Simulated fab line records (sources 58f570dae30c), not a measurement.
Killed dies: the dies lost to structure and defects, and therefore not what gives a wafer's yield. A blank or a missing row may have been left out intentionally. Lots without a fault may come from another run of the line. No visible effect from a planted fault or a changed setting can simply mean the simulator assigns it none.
Which tool did it? + flow berkeleyCmos170 + Sampling: 15 lots, 45 wafers, 5 of 331 route steps

## WHAT EACH GAUGE READ, for each wafer
UCB170_CONTACT_CD_MEAS_90 targets a cd of 700 nm.
| lot  | measured     | on       | cdNm (nm)         |
|------|--------------|----------|-------------------|
| L648 | day 6 20:04  | cdSem-01 | 702.2 702.7 702.2 |
| L649 | day 7 08:12  | cdSem-01 | 700.0 702.5 701.9 |
| L650 | day 7 10:47  | cdSem-02 | 700.8 700.6 701.4 |
| L653 | day 7 16:07  | cdSem-01 | 701.1 698.5 700.2 |
| L652 | day 7 16:25  | cdSem-01 | 700.9 700.6 701.7 |
| L651 | day 7 15:25  | cdSem-01 | 699.2 698.1 700.4 |
| L654 | day 8 04:28  | cdSem-02 | 696.6 698.6 699.3 |
| L655 | day 8 14:53  | cdSem-01 | 700.4 698.8 699.7 |
| L656 | day 8 15:05  | cdSem-02 | 698.2 698.7 698.4 |
| L658 | day 8 17:46  | cdSem-01 | 700.8 699.9 699.9 |
| L660 | day 9 04:05  | cdSem-02 | 700.5 699.4 700.2 |
| L662 | day 9 22:46  | cdSem-01 | 700.5 700.3 699.1 |
| L666 | day 10 09:01 | cdSem-02 | 700.3 701.6 699.8 |
| L668 | day 11 09:39 | cdSem-02 | 698.4 697.7 698.4 |
| L671 | day 11 19:37 | cdSem-01 | 699.9 699.8 697.3 |

UCB170_M1_CD_MEAS_09 targets a cd of 700 nm.
| lot  | measured     | on       | cdNm (nm)                           |
|------|--------------|----------|-------------------------------------|
| L648 | day 6 21:50  | cdSem-02 | 698.7 698.4 697.7                   |
| L649 | day 7 10:15  | cdSem-01 | 698.3 697.1 699.7                   |
| L650 | day 7 12:29  | cdSem-02 | 699.4 698.9 700.7                   |
| L653 | day 7 21:16  | cdSem-02 | 699.6 700.4 701.3                   |
| L652 | day 7 21:27  | cdSem-01 | 700.1 700.9 699.9                   |
| L651 | day 7 17:49  | cdSem-02 | 702.1 702.7 703.0                   |
| L654 | day 8 06:16  | cdSem-02 | 699.0 700.5 700.0                   |
| L655 | day 8 16:32  | cdSem-01 | 699.0 698.5 698.5                   |
| L656 | day 8 16:53  | cdSem-01 | 676.7 676.3 676.1 676.4 676.6 676.0 |
| L658 | day 8 19:08  | cdSem-02 | 682.8 681.0 682.5 682.7 681.0 682.8 |
| L660 | day 9 08:10  | cdSem-01 | 699.6 701.2 701.7                   |
| L662 | day 10 01:29 | cdSem-02 | 676.4 676.0 676.9 676.9 676.0 676.8 |
| L666 | day 10 11:08 | cdSem-01 | 701.3 701.0 699.5                   |
| L668 | day 11 12:59 | cdSem-01 | 702.5 703.2 702.7                   |
| L671 | day 11 21:15 | cdSem-01 | 701.7 701.1 701.5                   |

## TOOL THAT RAN EACH LOT (tool first, then ch and the chambers of the sampled wafers, then the start)
| lot  | UCB170_NSD_STRIP_09                 | UCB170_BACKSIDE_STRIP_03            | UCB170_M1_COAT_04                |
|------|-------------------------------------|-------------------------------------|----------------------------------|
| L648 | plasmaAsher-04 ch 0,1, day 6 11:40  | plasmaAsher-04 ch 0,1, day 6 13:26  | lithoTrack-03 ch 0, day 6 20:00  |
| L649 | plasmaAsher-04 ch 0,1, day 7 01:35  | plasmaAsher-04 ch 0,1, day 7 02:23  | lithoTrack-04 ch 0, day 7 08:00  |
| L650 | plasmaAsher-03 ch 0,1, day 7 01:55  | plasmaAsher-03 ch 0,1, day 7 02:43  | lithoTrack-03 ch 0, day 7 11:00  |
| L653 | plasmaAsher-04 ch 0,1, day 7 08:16  | plasmaAsher-04 ch 0, day 7 09:04    | lithoTrack-03 ch 0, day 7 19:00  |
| L652 | plasmaAsher-02 ch 0, day 7 08:23    | plasmaAsher-04 ch 0,1, day 7 09:16  | lithoTrack-02 ch 0, day 7 19:00  |
| L651 | plasmaAsher-02 ch 0,1, day 7 08:49  | plasmaAsher-03 ch 0,1, day 7 09:40  | lithoTrack-03 ch 0, day 7 16:00  |
| L654 | plasmaAsher-04 ch 0,1, day 7 21:52  | plasmaAsher-04 ch 0,1, day 7 22:43  | lithoTrack-03 ch 0, day 8 05:00  |
| L655 | plasmaAsher-04 ch 0,1, day 8 04:44  | plasmaAsher-04 ch 0,1, day 8 05:42  | lithoTrack-02 ch 0, day 8 15:00  |
| L656 | plasmaAsher-02 ch 0,1, day 8 05:00  | plasmaAsher-01 ch 1, day 8 06:05    | lithoTrack-03 ch 0, day 8 16:00  |
| L658 | plasmaAsher-03 ch 0,1, day 8 07:34  | plasmaAsher-03 ch 0,1, day 8 08:26  | lithoTrack-03 ch 0, day 8 18:00  |
| L660 | plasmaAsher-04 ch 0,1, day 8 20:20  | plasmaAsher-04 ch 0,1, day 8 21:07  | lithoTrack-02 ch 0, day 9 06:00  |
| L662 | plasmaAsher-02 ch 0,1, day 9 15:30  | plasmaAsher-04 ch 0,1, day 9 16:17  | lithoTrack-03 ch 0, day 10 00:00 |
| L666 | plasmaAsher-03 ch 1, day 10 00:47   | plasmaAsher-01 ch 0,1, day 10 01:35 | lithoTrack-04 ch 0, day 10 09:00 |
| L668 | plasmaAsher-02 ch 0,1, day 11 01:12 | plasmaAsher-04 ch 0,1, day 11 02:21 | lithoTrack-04 ch 0, day 11 11:00 |
| L671 | plasmaAsher-03 ch 0,1, day 11 12:53 | plasmaAsher-03 ch 0,1, day 11 14:07 | lithoTrack-02 ch 0, day 11 20:00 |
- UCB170_NSD_STRIP_09: strips in O2.
- UCB170_BACKSIDE_STRIP_03: strips in O2.
- UCB170_M1_COAT_04: resist thk 900 nm.

## AS READ BY THE TOOLS THEMSELVES (means over the sampled wafers that have a number; for cases with no such wafer, the mark the record gives instead)
UCB170_NSD_STRIP_09.
| lot  | tool           | drypumpMotorCurrentA (A) | oesProductAu (a.u.) | stripTimeToEndpointS (s) |
|------|----------------|--------------------------|---------------------|--------------------------|
| L648 | plasmaAsher-04 | 6.1                      | 0.532               | 35.76                    |
| L649 | plasmaAsher-04 | 6.4                      | 0.535               | 35.92                    |
| L650 | plasmaAsher-03 | 5.5                      | 0.535               | 35.89                    |
| L653 | plasmaAsher-04 | 6.4                      | 0.531               | 35.80                    |
| L652 | plasmaAsher-02 | 5.6                      | 0.534               | 35.77                    |
| L651 | plasmaAsher-02 | 5.7                      | 0.536               | 35.82                    |
| L654 | plasmaAsher-04 | 6.4                      | 0.532               | 35.91                    |
| L655 | plasmaAsher-04 | 6.1                      | 0.539               | 35.78                    |
| L656 | plasmaAsher-02 | 5.6                      | 0.530               | 35.94                    |
| L658 | plasmaAsher-03 | 5.4                      | 0.536               | 35.90                    |
| L660 | plasmaAsher-04 | 6.4                      | 0.529               | 35.79                    |
| L662 | plasmaAsher-02 | 5.7                      | 0.533               | 35.79                    |
| L666 | plasmaAsher-03 | 5.4                      | 0.531               | 35.93                    |
| L668 | plasmaAsher-02 | 5.7                      | 0.533               | 35.84                    |
| L671 | plasmaAsher-03 | 5.5                      | 0.535               | 35.95                    |

UCB170_BACKSIDE_STRIP_03.
| lot  | tool           | drypumpMotorCurrentA (A) | oesProductAu (a.u.) | stripTimeToEndpointS (s) |
|------|----------------|--------------------------|---------------------|--------------------------|
| L648 | plasmaAsher-04 | 6.4                      | 0.736               | 21.90                    |
| L649 | plasmaAsher-04 | 6.1                      | 0.729               | 21.94                    |
| L650 | plasmaAsher-03 | 5.5                      | 0.735               | 22.01                    |
| L653 | plasmaAsher-04 | 6.6                      | 0.734               | 21.89                    |
| L652 | plasmaAsher-04 | 6.4                      | 0.734               | 22.00                    |
| L651 | plasmaAsher-03 | 5.5                      | 0.736               | 22.03                    |
| L654 | plasmaAsher-04 | 6.1                      | 0.737               | 22.00                    |
| L655 | plasmaAsher-04 | 6.4                      | 0.733               | 21.91                    |
| L656 | plasmaAsher-01 | 6.6                      | 0.734               | 21.96                    |
| L658 | plasmaAsher-03 | 5.4                      | 0.731               | 21.98                    |
| L660 | plasmaAsher-04 | 6.1                      | 0.736               | 22.05                    |
| L662 | plasmaAsher-04 | 6.1                      | 0.735               | 21.88                    |
| L666 | plasmaAsher-01 | 5.7                      | 0.736               | 21.90                    |
| L668 | plasmaAsher-04 | 6.4                      | 0.736               | 21.98                    |
| L671 | plasmaAsher-03 | 5.4                      | 0.733               | 22.05                    |

## THE ANSWER, worked out from the rows above alone
Rule: the usual values come from the lots themselves. The widest of any qualifying gaps counts: lots, ordered by their means at a reading, are off when they make up no more than a third of the lots, leave a main group of 4 or more, and stand apart from it by 3 or more times the standard deviation of that group's means. If all means in a main group match to the digits the tables above print for the reading, that group is not used. A lot without any number at a reading at which 4 lots or more have one is off too. The other lots that the step has rows for count as sound. First the gauges in route order, then the tools' own readings, where a lot's mean is used as printed above. At the first step where some lot is off, the reading lying furthest off is the one used; lots without a number count as furthest.
Off: L656, L658, L662 (UCB170_M1_CD_MEAS_09, cdNm). The main group: mean 700.3 nm, standard deviation 1.4.
If a tool, at a process step before that reading, ran all the lots that are off and no sound lot after the first of them, it fits. Those tools and the gauges at UCB170_M1_CD_MEAS_09 are tried in the same way. One candidate fits, namely lithoTrack-03 at UCB170_M1_COAT_04. A fault onset in the window from L654 (day 8 05:00, its last sound lot) to L656 (day 8 16:00, its first lot off) fits.

## WHAT HAD BEEN PUT IN BY THE SIMULATOR
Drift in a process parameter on lithoTrack-03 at UCB170_M1_COAT_04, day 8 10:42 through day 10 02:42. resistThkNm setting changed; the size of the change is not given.
Lots struck among those shown: L656, L658, L662. The rule above reached the same finding.
